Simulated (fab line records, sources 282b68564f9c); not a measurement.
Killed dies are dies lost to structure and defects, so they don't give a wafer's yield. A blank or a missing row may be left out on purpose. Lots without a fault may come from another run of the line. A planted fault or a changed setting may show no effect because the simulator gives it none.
A struck lot beside a sound one | flow rit_cmos | 27 steps out of a route of 202
Sound: wafers L868.2, L868.3, L868.6. Struck: wafers L870.1, L870.3, L870.4. The cause comes at the end.
At each step with rows: each side's tool, then ch and its chambers, then its first start. Under that, the readings that differ: sound wafers | struck wafers | difference of the means | sigmas: that difference in standard deviations of wafers without a fault.
alike: readings whose means differ by less than 2 such deviations, and words and numbers that are the same on both sides. not compared: withheld readings, readings that some wafer has no value for, bounds like >300 that may hide the same value, and numbers for which the record gives no deviation and whose values overlap.
The two part at a step that has a row with sigmas, a row that says differs or no value, or rows on one side only. Numbers that don't overlap but have no deviation are shown without sigmas and don't part them. A reading that every wafer of one side lacks parts them only if that side has two wafers or more.

RIT_ACTIVE_BOW_MEAS_00:
  sound on film_metro-04, day 2 11:01; struck on film_metro-01, day 2 21:01
  alike: INCOMING_BOW
then, 1 step without rows for these wafers: RIT_ACTIVE_OXIDATION_01 (target thk 46.8 nm, ox time 3360 s).
RIT_ACTIVE_THK_MEAS_02:
  sound on film_metro-04, day 2 13:08; struck on film_metro-04, day 2 23:11
  alike: ACTIVE_OXIDE_THK
RIT_ACTIVE_CVD_03: deposits Si3N4 from SiH2Cl2/NH3, target thk 150 nm, time 1500 s.
  sound on lpcvd-01 ch 1, day 2 13:11; struck on lpcvd-02 ch 0, day 2 23:15
  reading                                  | sound           | struck            | difference | sigmas
  model.Si3N4_of_ACTIVE_CVD_03.thk_nm (nm) | 147.7 147.3 147 | 112.4 111.8 112.6 | -35.1      |
  alike: spike_tc_source_C
RIT_ACTIVE_THK_MEAS_04:
  sound on film_metro-01, day 2 14:37; struck on film_metro-04, day 3 00:40
  reading                 | sound             | struck            | difference | sigmas
  ACTIVE_NITRIDE_THK (nm) | 147.7 147.4 147.0 | 112.4 111.8 112.6 | -35.1      | -23
then, 6 steps without rows for these wafers: RIT_ACTIVE_HMDS_05 (prime time 60 s); RIT_ACTIVE_COAT_06 (resist thk 1000 nm); RIT_ACTIVE_SOFTBAKE_07 (time 60 s); RIT_ACTIVE_EXPOSE_08 (exposes mask M1, target cd 1400 nm); RIT_ACTIVE_PEB_09; RIT_ACTIVE_DEVELOP_10 (develop time 50 s).
RIT_ACTIVE_CD_MEAS_11: target cd 1400 nm.
  sound on cd_sem-01, day 2 15:43; struck on cd_sem-01, day 3 01:42
  alike: cd_nm
then, 1 step without rows for these wafers: RIT_ACTIVE_HARDBAKE_12 (time 60 s).
RIT_ACTIVE_ETCH_13: etches Si3N4 in SF6, stops on SiO2, time 210 s, target depth 210 nm.
  sound on rie_diel-01 ch 0,2, day 2 15:58; struck on rie_diel-03 ch 0,1,2, day 3 01:58
  reading                            | sound             | struck            | difference | sigmas
  oes_product_au (a.u.)              | 0.809 0.823 0.828 | 0.722 0.719 0.719 | -0.100     | -7
  model.etch.depth_nm (nm)           | 147.7 147.3 147   | 112.4 111.8 112.6 | -35.1      |
  model.ACTIVE.feature_depth_nm (nm) | 149 147.4 147.1   | 112.4 114.2 112.6 | -34.8      |
  alike: chamber_pressure_mTorr, drypump_motor_current_A, throttle_valve_pct
  not compared: rf_hours_counter_h
RIT_ACTIVE_STRIP_14: strips in O2, time 180 s.
  sound on plasma_asher-04 ch 0,1, day 2 16:06; struck on plasma_asher-04 ch 0,1, day 3 02:06
  alike: chamber_pressure_mTorr, drypump_motor_current_A
  not compared: rf_hours_counter_h
RIT_ACTIVE_CD_MEAS_90: target cd 1400 nm.
  sound on cd_sem-01, day 2 16:18; struck on cd_sem-01, day 3 02:17
  alike: cd_nm
then, 4 steps without rows for these wafers: RIT_ACTIVE_CLEAN_15 (cleans in SC1, time 600 s); RIT_ACTIVE_CLEAN_16 (cleans in dHF, time 30 s); RIT_ACTIVE_CLEAN_17 (cleans in SC2, time 600 s); RIT_FOX1_OXIDATION_00 (target thk 350.7 nm, ox time 1130 s).
RIT_FOX1_THK_MEAS_01:
  sound on film_metro-03, day 2 19:07; struck on film_metro-02, day 3 06:43
  reading             | sound       | struck      | difference | sigmas
  FOX1_OXIDE_THK (nm) | 357 359 356 | 346 346 345 | -12        | -2
then, 2 steps without rows for these wafers: RIT_FOX1_WET_ETCH_02 (etches SiO2 in BOE, target depth 350 nm, time 390 s); RIT_FOX2_OXIDATION_00 (target thk 350.7 nm, ox time 1130 s).
RIT_FOX2_THK_MEAS_01:
  sound on film_metro-02, day 2 20:37; struck on film_metro-02, day 3 11:54
  alike: FOX2_OXIDE_THK
RIT_FOX2_CLEAN_02: cleans in dHF, time 180 s.
  sound on wet_bench-04 ch 1, day 2 20:40; struck on wet_bench-04 ch 1, day 3 11:58
  reading                                  | sound           | struck           | difference | sigmas
  model.Si3N4_of_ACTIVE_CVD_03.thk_nm (nm) | 128.5 128 127.7 | 93.16 92.6 93.41 | -35.01     |
then, 1 step without rows for these wafers: RIT_FOX2_WET_ETCH_03 (etches Si3N4 in H3PO4, target depth 195 nm, time 2700 s).
RIT_M1_PROBE_99:
  sound on prober-02, day 4 17:41; struck on prober-02, day 5 04:13
  reading                             | sound             | struck            | difference | sigmas
  model.etest.pldd.width_nm (nm)      | 3178 3170 3174    | 3141 3166 3163    | -17        |
  model.etest.nmos_narrow.drive_ua_um | 237.1 236.5 238.3 | 219.4 216.4 219.6 | -18.8      |
  model.etest.pmos_narrow.drive_ua_um | 106.4 107.9 106.2 | 99.14 97.47 98.92 | -8.32      |
  alike: killed_at_contacts, killed_at_front_end, killed_dies, killed_open, killed_short
  not compared: model.etest.nldd.width_nm, model.etest.nplus_sal.width_nm, model.etest.pplus_sal.width_nm

WHERE THEY PART
First at RIT_ACTIVE_THK_MEAS_04; last, within this record, at RIT_FOX1_THK_MEAS_01. Later steps at which nothing parts them and some readings are alike: RIT_FOX2_THK_MEAS_01, RIT_M1_PROBE_99.

WHY: what the simulator had put in
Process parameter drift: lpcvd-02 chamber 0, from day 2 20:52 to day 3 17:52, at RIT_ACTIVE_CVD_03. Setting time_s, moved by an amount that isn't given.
